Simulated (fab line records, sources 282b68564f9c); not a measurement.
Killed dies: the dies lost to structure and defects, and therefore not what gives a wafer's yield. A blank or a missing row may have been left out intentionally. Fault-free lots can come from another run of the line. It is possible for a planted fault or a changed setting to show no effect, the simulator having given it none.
Struck lot and sound lot, side by side | flow ritCmos | 15 steps out of a route of 202
Sound: these wafers, L200.1, L200.2, L200.6. Wafers struck: L217.2, L217.4, L217.6. The cause comes at the end.
At each step with rows: each side's tool, then ch and its chambers, then its first start. Under that, the readings that differ: sound wafers | struck wafers | difference of the means | sigmas: that difference in standard deviations of wafers without a fault.
alike: readings whose means differ by less than 2 such deviations, and words and numbers that are the same on both sides. not compared: withheld readings, readings that some wafer has no value for, bounds like >300 that may hide the same value, and numbers for which the record gives no deviation and whose values overlap.
The two part at a step that has a row with sigmas, a row that says differs or no value, or rows on one side only. Non-overlapping numbers with no deviation appear without sigmas and do not part them. A reading missing from all wafers of one side parts the sides only when that side holds two or more wafers.

first, 4 steps without rows for these wafers: RIT_PSD_SOFTBAKE_02 (time 60 s); RIT_PSD_EXPOSE_03 (exposes mask M10, target cd 40900 nm); RIT_PSD_PEB_04; RIT_PSD_DEVELOP_05 (develop time 50 s).
RIT_PSD_OVL_MEAS_06:
  struck on overlay-02, day 6 14:08; sound on overlay-01, day 3 01:17
reading      | sound       | struck        | difference | sigmas
PSD_OVL (nm) | 3.1 4.1 1.2 | 0.0 -2.6 -1.0 | -4.0       | -2
then, 2 steps without rows for these wafers: RIT_PSD_HARDBAKE_07 (time 60 s); RIT_PSD_IMPLANT_08.
RIT_PSD_STRIP_09: strips in O2, time 180 s.
  sound on plasmaAsher-04 ch 0,1, day 3 01:37; struck on plasmaAsher-01 ch 0,1, day 6 14:28
  alike: drypumpMotorCurrentA
  not compared: rfHoursCounterH
RIT_PSD_TW_MEAS_10:
  struck on filmMetro-02, day 6 14:39; sound on filmMetro-02, day 3 01:48
  alike: PSD_TW
then, 3 steps without rows for these wafers: RIT_SDANNEAL_CLEAN_00 (cleans in SC1, time 600 s); RIT_SDANNEAL_CLEAN_01 (cleans in dHF, time 30 s); RIT_SDANNEAL_CLEAN_02 (cleans in SC2, time 600 s).
RIT_SDANNEAL_RTA_03: time 5 s.
  sound on rtpAnneal-02 ch 0, day 3 02:14; struck on rtpAnneal-02 ch 0, day 6 15:05
reading          | sound                | struck               | difference | sigmas
wafer_temp_C_max | 1052.6 1052.2 1054.9 | 1014.6 1012.3 1014.9 | -39.3      | -36
RIT_SDANNEAL_RS_MEAS_04: measurement is done with a four-point probe.
  struck on filmMetro-01, day 6 15:31; sound on filmMetro-03, day 3 02:17
reading         | sound                | struck               | difference | sigmas
PSD_RS (ohm/sq) | 115.80 115.88 115.64 | 144.32 144.34 144.53 | +28.62     | +99
  not compared: hold
RIT_M1_PROBE_99:
  sound wafers here have rows in the record (prober-01, day 3 10:49); struck ones have none

WHERE THEY PART
First at RIT_PSD_OVL_MEAS_06; last, within this record, at RIT_M1_PROBE_99.

WHY: what had been put in by the simulator
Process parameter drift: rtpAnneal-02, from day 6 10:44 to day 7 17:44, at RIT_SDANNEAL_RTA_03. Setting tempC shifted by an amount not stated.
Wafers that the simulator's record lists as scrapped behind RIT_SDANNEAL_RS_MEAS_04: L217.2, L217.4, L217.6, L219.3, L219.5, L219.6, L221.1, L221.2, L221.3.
